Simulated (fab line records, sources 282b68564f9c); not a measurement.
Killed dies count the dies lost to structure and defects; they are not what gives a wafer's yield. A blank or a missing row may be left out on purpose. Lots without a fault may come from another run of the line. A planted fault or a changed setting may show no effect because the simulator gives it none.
fab line records / flow rit-cmos
record: lots: 6 wafers: 18 last-day: 7
route steps=202 shown NLDD@106 PLDD@114
lots with no fault: from the same line, run without faults
start-h: hours from the record's opening day to when the first of the lot's shown wafers began / wait-h: hours since the lot's step before / " as in the row above / L1.1+2: a single row standing in for several wafers / - no value, or no start given / * or withheld: withheld / < > ~ a bound
route shown NAME@n: a module of which the file shows steps, and the number in the route of the first / usual: mean and standard deviation over wafers with no fault / same: alike in all rows / chamber/n: place in a boat / sites: each site's reading / _std_site: the values' standard deviation / _edge_site: mean of outer sites minus mean of inner sites / radius-mm: for every site, how far away it sits from the centre of the wafer / mask NAME#n: copy n / behind: the most recent tool/chamber to have shaped the wafer / hold: why the lot was held/for how many hours/how that ended / device: whichever transistor did not switch (one of n, p or np) / end of line: the tests these same wafers got at the end of their route / for a step that has no rows: nothing shown but its recipe / killed: the dies lost at the first sort to structure and to defects; this is not the yield of the wafer / map: a wafer's dies, marking killed ones x, the rest . and places with no die _
set.NAME: the run value of the setting; set.NAME@STEP: its run value at that earlier step / model.NAME: the simulator's own value behind a step, which no gauge read
lots at some steps of the route; a table a step, a row a wafer
services: a tool's chamber out of use, with start hour (start-h, from the record's first day; less than 0 if before it), hours out, and reason
== steps ==
step: RIT_NLDD_EXPOSE_03
recipe: mask-id: M7 na: 0.57 target-cd-nm: 40700 dose-mj: 250
step: RIT_NLDD_PEB_04
recipe: resist: NOVOLAK temp-c: withheld time-s: withheld
step: RIT_NLDD_DEVELOP_05
recipe: resist: NOVOLAK develop-time-s: 50 dev-temp-c: 23
step: RIT_NLDD_OVL_MEAS_06
usual: NLDD_OVL: -0.1/1.6
lot.wafer=L555.1 tool=overlay-02 chamber=- start-h=129.07 wait-h=- NLDD_OVL[nm]=2.2
lot.wafer=L555.2 tool=overlay-02 chamber=- start-h=129.07 wait-h=- NLDD_OVL[nm]=1.0
lot.wafer=L555.6 tool=overlay-02 chamber=- start-h=129.07 wait-h=- NLDD_OVL[nm]=1.7
lot.wafer=L559.1 tool=overlay-02 chamber=- start-h=142.96 wait-h=- NLDD_OVL[nm]=-0.8
lot.wafer=L559.2 tool=overlay-02 chamber=- start-h=142.96 wait-h=- NLDD_OVL[nm]=-0.1
lot.wafer=L559.5 tool=overlay-02 chamber=- start-h=142.96 wait-h=- NLDD_OVL[nm]=1.0
lot.wafer=L560.1 tool=overlay-02 chamber=- start-h=147.25 wait-h=- NLDD_OVL[nm]=-4.0
lot.wafer=L560.2 tool=overlay-02 chamber=- start-h=147.25 wait-h=- NLDD_OVL[nm]=-2.8
lot.wafer=L560.6 tool=overlay-02 chamber=- start-h=147.25 wait-h=- NLDD_OVL[nm]=-2.7
lot.wafer=L561.1 tool=overlay-01 chamber=- start-h=151.54 wait-h=- NLDD_OVL[nm]=0.0
lot.wafer=L561.2 tool=overlay-01 chamber=- start-h=151.54 wait-h=- NLDD_OVL[nm]=-0.9
lot.wafer=L561.3 tool=overlay-01 chamber=- start-h=151.54 wait-h=- NLDD_OVL[nm]=0.1
lot.wafer=L563.1 tool=overlay-01 chamber=- start-h=159.57 wait-h=- NLDD_OVL[nm]=0.4
lot.wafer=L563.2 tool=overlay-01 chamber=- start-h=159.57 wait-h=- NLDD_OVL[nm]=1.1
lot.wafer=L563.4 tool=overlay-01 chamber=- start-h=159.57 wait-h=- NLDD_OVL[nm]=0.7
lot.wafer=L564.4 tool=overlay-02 chamber=- start-h=161.97 wait-h=- NLDD_OVL[nm]=1.5
lot.wafer=L564.5 tool=overlay-02 chamber=- start-h=161.97 wait-h=- NLDD_OVL[nm]=1.6
lot.wafer=L564.6 tool=overlay-02 chamber=- start-h=161.97 wait-h=- NLDD_OVL[nm]=1.4
step: RIT_NLDD_HARDBAKE_07
recipe: resist: NOVOLAK temp-c: 140 time-s: 60
step: RIT_NLDD_IMPLANT_08
recipe: species: P energy-kev: 20 dose-cm2: 5e+14 tilt-deg: 7
step: RIT_NLDD_STRIP_09
recipe: chemistry: O2 time-s: 180 resist: NOVOLAK platen-temp-c: withheld power-w: 500 pressure-mtorr: 4000 o2-flow-sccm: 4000
usual: drypump-motor-current-A: 5.7/0.47
lot.wafer=L555.1 tool=plasma-asher-02 chamber=0 start-h=129.40 wait-h=0.1 drypump-motor-current-A=5.5 rf-hours-counter-h=2
lot.wafer=L555.2 tool=plasma-asher-02 chamber=1 start-h=129.40 wait-h=0.1 drypump-motor-current-A=6.5 rf-hours-counter-h=2
lot.wafer=L555.6 tool=plasma-asher-02 chamber=0 start-h=129.40 wait-h=0.1 drypump-motor-current-A=5.5 rf-hours-counter-h=-
lot.wafer=L559.1 tool=plasma-asher-01 chamber=1 start-h=143.29 wait-h=0.1 drypump-motor-current-A=5.0 rf-hours-counter-h=36
lot.wafer=L559.2 tool=plasma-asher-01 chamber=0 start-h=143.29 wait-h=0.1 drypump-motor-current-A=6.0 rf-hours-counter-h=36
lot.wafer=L559.5 tool=plasma-asher-01 chamber=1 start-h=143.29 wait-h=0.1 drypump-motor-current-A=5.0 rf-hours-counter-h=-
lot.wafer=L560.1 tool=plasma-asher-01 chamber=0 start-h=147.58 wait-h=0.1 drypump-motor-current-A=6.0 rf-hours-counter-h=37
lot.wafer=L560.2 tool=plasma-asher-01 chamber=1 start-h=147.58 wait-h=0.1 drypump-motor-current-A=5.0 rf-hours-counter-h=37
lot.wafer=L560.6 tool=plasma-asher-01 chamber=0 start-h=147.58 wait-h=0.1 drypump-motor-current-A=6.0 rf-hours-counter-h=-
lot.wafer=L561.1 tool=plasma-asher-04 chamber=0 start-h=151.88 wait-h=0.1 drypump-motor-current-A=5.4 rf-hours-counter-h=52
lot.wafer=L561.2 tool=plasma-asher-04 chamber=1 start-h=151.88 wait-h=0.1 drypump-motor-current-A=5.7 rf-hours-counter-h=52
lot.wafer=L561.3 tool=plasma-asher-04 chamber=1 start-h=151.88 wait-h=0.1 drypump-motor-current-A=5.7 rf-hours-counter-h=-
lot.wafer=L563.1 tool=plasma-asher-02 chamber=0 start-h=159.91 wait-h=0.1 drypump-motor-current-A=5.5 rf-hours-counter-h=6
lot.wafer=L563.2 tool=plasma-asher-02 chamber=1 start-h=159.91 wait-h=0.1 drypump-motor-current-A=6.5 rf-hours-counter-h=6
lot.wafer=L563.4 tool=plasma-asher-02 chamber=0 start-h=159.91 wait-h=0.1 drypump-motor-current-A=5.5 rf-hours-counter-h=-
lot.wafer=L564.4 tool=plasma-asher-01 chamber=1 start-h=162.35 wait-h=0.1 drypump-motor-current-A=5.0 rf-hours-counter-h=-
lot.wafer=L564.5 tool=plasma-asher-01 chamber=1 start-h=162.35 wait-h=0.1 drypump-motor-current-A=5.0 rf-hours-counter-h=-
lot.wafer=L564.6 tool=plasma-asher-01 chamber=0 start-h=162.35 wait-h=0.1 drypump-motor-current-A=6.0 rf-hours-counter-h=-
step: RIT_NLDD_TW_MEAS_10
usual: NLDD_TW: 2507/12
lot.wafer=L555.1 tool=film-metro-03 chamber=- start-h=129.58 wait-h=0.1 NLDD_TW=2513
lot.wafer=L555.2 tool=film-metro-03 chamber=- start-h=129.58 wait-h=0.1 NLDD_TW=2514
lot.wafer=L555.6 tool=film-metro-03 chamber=- start-h=129.58 wait-h=0.1 NLDD_TW=2521
lot.wafer=L559.1 tool=film-metro-03 chamber=- start-h=143.47 wait-h=0.1 NLDD_TW=2510
lot.wafer=L559.2 tool=film-metro-03 chamber=- start-h=143.47 wait-h=0.1 NLDD_TW=2503
lot.wafer=L559.5 tool=film-metro-03 chamber=- start-h=143.47 wait-h=0.1 NLDD_TW=2503
lot.wafer=L560.1 tool=film-metro-02 chamber=- start-h=147.76 wait-h=0.1 NLDD_TW=2490
lot.wafer=L560.2 tool=film-metro-02 chamber=- start-h=147.76 wait-h=0.1 NLDD_TW=2510
lot.wafer=L560.6 tool=film-metro-02 chamber=- start-h=147.76 wait-h=0.1 NLDD_TW=2509
lot.wafer=L561.1 tool=film-metro-02 chamber=- start-h=152.06 wait-h=0.1 NLDD_TW=2510
lot.wafer=L561.2 tool=film-metro-02 chamber=- start-h=152.06 wait-h=0.1 NLDD_TW=2499
lot.wafer=L561.3 tool=film-metro-02 chamber=- start-h=152.06 wait-h=0.1 NLDD_TW=2503
lot.wafer=L563.1 tool=film-metro-01 chamber=- start-h=160.08 wait-h=0.1 NLDD_TW=2499
lot.wafer=L563.2 tool=film-metro-01 chamber=- start-h=160.08 wait-h=0.1 NLDD_TW=2505
lot.wafer=L563.4 tool=film-metro-01 chamber=- start-h=160.08 wait-h=0.1 NLDD_TW=2497
lot.wafer=L564.4 tool=film-metro-03 chamber=- start-h=162.49 wait-h=0.1 NLDD_TW=2521
lot.wafer=L564.5 tool=film-metro-03 chamber=- start-h=162.49 wait-h=0.1 NLDD_TW=2515
lot.wafer=L564.6 tool=film-metro-03 chamber=- start-h=162.49 wait-h=0.1 NLDD_TW=2514
step: RIT_PLDD_HMDS_00
recipe: prime-time-s: 60 prime-temp-c: 140
step: RIT_PLDD_COAT_01
recipe: resist: NOVOLAK spin-rpm: 3250 resist-thk-nm: 1000
step: RIT_PLDD_SOFTBAKE_02
recipe: resist: NOVOLAK temp-c: 90 time-s: 60
step: RIT_PLDD_EXPOSE_03
recipe: mask-id: M8 na: 0.57 target-cd-nm: 40900 dose-mj: 250
step: RIT_PLDD_PEB_04
recipe: resist: NOVOLAK temp-c: withheld time-s: withheld
usual: chill-plate-temp-C: * exhaust-pa: 44.9/0.95
lot.wafer=L555.1 tool=litho-track-01 chamber=0 start-h=130.65 wait-h=0.4 chill-plate-temp-C=* exhaust-pa=44.7
lot.wafer=L555.2 tool=litho-track-01 chamber=0 start-h=130.65 wait-h=0.4 chill-plate-temp-C=* exhaust-pa=45.0
lot.wafer=L555.6 tool=litho-track-01 chamber=0 start-h=130.65 wait-h=0.4 chill-plate-temp-C=* exhaust-pa=44.4
lot.wafer=L559.1 tool=litho-track-01 chamber=- start-h=144.39 wait-h=0.3 chill-plate-temp-C=- exhaust-pa=-
lot.wafer=L559.2 tool=litho-track-01 chamber=- start-h=144.39 wait-h=0.3 chill-plate-temp-C=- exhaust-pa=-
lot.wafer=L559.5 tool=litho-track-01 chamber=- start-h=144.39 wait-h=0.3 chill-plate-temp-C=- exhaust-pa=-
lot.wafer=L560.1 tool=litho-track-02 chamber=- start-h=148.51 wait-h=0.1 chill-plate-temp-C=- exhaust-pa=-
lot.wafer=L560.2 tool=litho-track-02 chamber=- start-h=148.51 wait-h=0.1 chill-plate-temp-C=- exhaust-pa=-
lot.wafer=L560.6 tool=litho-track-02 chamber=- start-h=148.51 wait-h=0.1 chill-plate-temp-C=- exhaust-pa=-
lot.wafer=L561.1 tool=litho-track-03 chamber=0 start-h=152.93 wait-h=0.2 chill-plate-temp-C=* exhaust-pa=44.0
lot.wafer=L561.2 tool=litho-track-03 chamber=0 start-h=152.93 wait-h=0.2 chill-plate-temp-C=* exhaust-pa=44.6
lot.wafer=L561.3 tool=litho-track-03 chamber=0 start-h=152.93 wait-h=0.2 chill-plate-temp-C=* exhaust-pa=43.4
lot.wafer=L563.1 tool=litho-track-03 chamber=0 start-h=160.71 wait-h=0.1 chill-plate-temp-C=* exhaust-pa=45.5
lot.wafer=L563.2 tool=litho-track-03 chamber=0 start-h=160.71 wait-h=0.1 chill-plate-temp-C=* exhaust-pa=45.2
lot.wafer=L563.4 tool=litho-track-03 chamber=0 start-h=160.71 wait-h=0.1 chill-plate-temp-C=* exhaust-pa=45.1
lot.wafer=L564.4 tool=litho-track-02 chamber=0 start-h=163.16 wait-h=0.1 chill-plate-temp-C=* exhaust-pa=46.6
lot.wafer=L564.5 tool=litho-track-02 chamber=0 start-h=163.16 wait-h=0.1 chill-plate-temp-C=* exhaust-pa=46.8
lot.wafer=L564.6 tool=litho-track-02 chamber=0 start-h=163.16 wait-h=0.1 chill-plate-temp-C=* exhaust-pa=45.3
step: RIT_PLDD_DEVELOP_05
recipe: resist: NOVOLAK develop-time-s: 50 dev-temp-c: 23
== services ==
tool=plasma-asher-02 chamber=- start-h=108.75 hours=9.0 kind=pm
tool=plasma-asher-02 chamber=0 start-h=108.75 hours=9.0 kind=vent-cycle
tool=plasma-asher-02 chamber=1 start-h=108.75 hours=9.0 kind=vent-cycle
tool=plasma-asher-01 chamber=- start-h=112.30 hours=2.8 kind=pm
tool=plasma-asher-02 chamber=0 start-h=117.75 hours=- kind=clean
tool=plasma-asher-02 chamber=1 start-h=117.75 hours=- kind=clean
== key ==
first-sign: step: RIT_PLDD_PEB_04 reading: tool-record direction: missing
effect none on later readings
met-at RIT_PLDD_PEB_04
struck-wafers L559.1,L559.2,L559.5,L560.1,L560.2,L560.6
sort-left-out L559.1,L559.2,L559.5,L560.1,L560.2,L560.6
tester-left-out L559,L560
onset-between 130.65 144.39
fault: kind: skipped-step-whole tool: litho-track-01,litho-track-02 chamber: - onset-h: 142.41 steps: RIT_PLDD_PEB_04 scope: struck-lots-only
tester-left-out: of these lots the tester's yield and bins aren't shown, on N5 and GAA mostly nor the transistor test; their killed dies are dies lost to structure and defects alone, not to doping, threshold or leakage, so they don't give the yield
sort-left-out: the simulated sort isn't trusted on such a fault, so these wafers' sort isn't shown, and their yield isn't known
